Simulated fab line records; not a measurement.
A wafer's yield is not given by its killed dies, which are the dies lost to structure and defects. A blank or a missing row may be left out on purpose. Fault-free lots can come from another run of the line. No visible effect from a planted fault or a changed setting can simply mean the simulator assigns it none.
Problem report in the 8D (eight disciplines) form, filled by code + flow berkeley_cmos170 + the parts of the form that need people (team, actions taken, sign-off) are left out

1. THE ISSUE
Mean of tube_center_temp_C at UCB170_GATE_OXIDATION_01: 845 C across 9 wafers in 3 lots; on wafers with no fault it is 850 C (standard deviation 0.078). That is -64 standard deviations from the usual mean.
The step: target thk 6.6 nm, ox time 1800 s.
Seen first at day 9 12:53 on furnace-02, wafer L606.1. The record holds 45 wafers of 15 lots with a number at this step. Rule for "out" (also "out of limits"): further than 4 standard deviations from the usual mean. The rest of the wafers with a number are treated as sound.

2. WHAT IT IS; WHAT IT IS NOT
| question                    | is                                         | is not                                                                                       |
|-----------------------------|--------------------------------------------|----------------------------------------------------------------------------------------------|
| which readings at this step | tube_center_temp_C, tube_center_temp_C_max | spike_tc_load_C                                                                              |
| which lots                  | L606, L607, L608                           | L596, L597, L599, L600, L603, L604, L605, L614, L615, L616, L617, L618                       |
| which wafers of those lots  | all that have a number                     | -                                                                                            |
| read on which tools         | furnace-02                                 | furnace-04                                                                                   |
| when                        | from day 9 12:53                           | up to then (21 sound wafers); but 15 sound wafers of L614, L615, L616, L617, L618 came after |

3. WHAT RULES OUT EACH SUSPECT
Counting: a tool stays on the suspect list if, at a process step up to the reading, it processed all lots that are out and no sound lot following the first of them.
- furnace-02 at UCB170_GATE_OXIDATION_01 (target thk 6.6 nm, ox time 1800 s): kept. Every lot that is out went through it, starting with L606 (day 9 12:53), and after that it ran no sound lot; the last sound lot it ran before then is L603 (day 8 15:41). Its own readings are out on those wafers: tube_center_temp_C, tube_center_temp_C_max.
After counting, what remains is furnace-02 at UCB170_GATE_OXIDATION_01.

4. THE CAUSE (what the simulator had put in)
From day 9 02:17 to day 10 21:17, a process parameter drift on furnace-02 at UCB170_GATE_OXIDATION_01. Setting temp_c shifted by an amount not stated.
Counting left only this tool.

5. THE EFFECT CHAIN, in route order
Each row: a reading where the mean over the struck wafers with a number is more than 3 standard deviations away from the usual. Only readings whose record carries a usual standard deviation are examined. hours: median over the lots of the time between each lot's start at the first step of this table that gives one and its start at this step. sigmas: the change, counted in usual standard deviations.
| hours | step                     | reading                | usual   | on struck wafers | change | sigmas |
|-------|--------------------------|------------------------|---------|------------------|--------|--------|
| 0     | UCB170_GATE_OXIDATION_01 | spike_tc_centre_C      | 853.7 C | 846.9            | -6.8   | -4.5   |
| 0     | UCB170_GATE_OXIDATION_01 | tube_center_temp_C     | 850 C   | 845              | -5     | -64    |
| 0     | UCB170_GATE_OXIDATION_01 | tube_center_temp_C_max | 852.2   | 847.1            | -5.1   | -14    |
Its process steps:
- UCB170_GATE_OXIDATION_01: target thk 6.6 nm, ox time 1800 s.
At these later measuring or inspecting steps, every struck wafer for which the step has a row has a number for every such reading, and none has moved that far: UCB170_GATE_CD_MEAS_90, UCB170_PLDD_OVL_MEAS_07.

6. HOW IT WOULD HAVE BEEN CAUGHT EARLIER
11 hours passed between the start of the fault at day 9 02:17 and the first reading out of limits in this record, taken at day 9 12:53.
